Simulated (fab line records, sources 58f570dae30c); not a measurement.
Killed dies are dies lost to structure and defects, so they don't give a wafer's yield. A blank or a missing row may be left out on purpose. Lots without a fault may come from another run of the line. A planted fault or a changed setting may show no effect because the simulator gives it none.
A struck lot beside a sound one | flow berkeley_cmos170 | 19 steps out of a route of 331
Sound: wafers L196.1, L196.3, L196.5. Struck: wafers L197.1, L197.2, L197.3. The cause comes at the end.
At each step with rows: each side's tool, then ch and its chambers, then its first start. Under that, the readings that differ: sound wafers | struck wafers | difference of the means | sigmas: that difference in standard deviations of wafers without a fault.
alike: readings whose means differ by less than 2 such deviations, and words and numbers that are the same on both sides. not compared: withheld readings, readings that some wafer has no value for, bounds like >300 that may hide the same value, and numbers for which the record gives no deviation and whose values overlap.
The two part at a step that has a row with sigmas, a row that says differs or no value, or rows on one side only. Numbers that don't overlap but have no deviation are shown without sigmas and don't part them. A reading that every wafer of one side lacks parts them only if that side has two wafers or more.

first, 2 steps without rows for these wafers: UCB170_NLDD_IMPLANT_08; UCB170_NLDD_IMPLANT_09.
UCB170_NLDD_STRIP_10: strips in O2.
  sound on plasma_asher-04 ch 0,1, day 10 05:59; struck on plasma_asher-02 ch 0,1, day 10 07:40
  alike: drypump_motor_current_A, oes_product_au, strip_time_to_endpoint_s
  not compared: rf_hours_counter_h
UCB170_NLDD_TW_MEAS_11:
  sound on film_metro-02, day 10 06:05; struck on film_metro-02, day 10 07:46
  alike: NLDD_TW
then, 1 step without rows for these wafers: UCB170_NLDD_CLEAN_12 (cleans in SPM, time 600 s).
UCB170_SPACER_CVD_00: deposits SiO2 from TEOS/O2, target thk 376 nm, time 47 s.
  sound on pecvd-01 ch 0,1, day 10 06:19; struck on pecvd-04 ch 0,1,2, day 10 08:01
  alike: heater_power_w
UCB170_SPACER_THK_MEAS_01:
  sound on film_metro-04, day 10 06:22; struck on film_metro-02, day 10 08:03
  alike: SPACER_TEOS_THK
then, 1 step without rows for these wafers: UCB170_SPACER_ANNEAL_02 (time 1800 s).
UCB170_SPACER_ETCHBACK_03: etches SiO2 in CHF3/CF4/Ar, stops on Si, target depth 376 nm, time 100 s.
  sound on rie_diel-04 ch 0,1,2, day 10 11:19; struck on rie_diel-02 ch 1,2,3, day 10 11:25
  alike: drypump_motor_current_A, oes_product_au, throttle_valve_pct
  not compared: rf_hours_counter_h
then, 3 steps without rows for these wafers: UCB170_PSD_HMDS_00 (prime time 60 s); UCB170_PSD_COAT_01 (resist thk 900 nm); UCB170_PSD_SOFTBAKE_02 (time 60 s).
UCB170_PSD_EXPOSE_03: exposes mask PSELECT MOD, target cd 1200 nm.
  sound on krf_scanner-01 ch 0, day 10 12:07; struck on krf_scanner-02 ch 0, day 10 12:58
  reading                     | sound                   | struck               | difference | sigmas
  model.PSD.overlay_x_nm (nm) | -0.8282 -0.8282 -0.8282 | -160.7 -160.7 -160.7 | -159.9     |
  alike: mask
then, 2 steps without rows for these wafers: UCB170_PSD_PEB_04; UCB170_PSD_DEVELOP_05 (develop time 45 s).
UCB170_PSD_CD_MEAS_06: target cd 1200 nm.
  sound on cd_sem-01, day 10 13:23; struck on cd_sem-01, day 10 14:16
  alike: cd_nm
UCB170_PSD_OVL_MEAS_07:
  sound on overlay-01, day 10 13:31; struck on overlay-02, day 10 14:23
  reading      | sound   | struck         | difference | sigmas
  PSD_OVL (nm) | 4 -1 -5 | -162 -162 -159 | -160       | -31
then, 1 step without rows for these wafers: UCB170_PSD_IMPLANT_08.
UCB170_M3_PROBE_99:
  the record has rows for the sound wafers here (prober-01, day 11 15:53) and none for the struck ones

WHERE THEY PART
First at UCB170_PSD_OVL_MEAS_07; last, within this record, at UCB170_M3_PROBE_99.

WHY: what the simulator had put in
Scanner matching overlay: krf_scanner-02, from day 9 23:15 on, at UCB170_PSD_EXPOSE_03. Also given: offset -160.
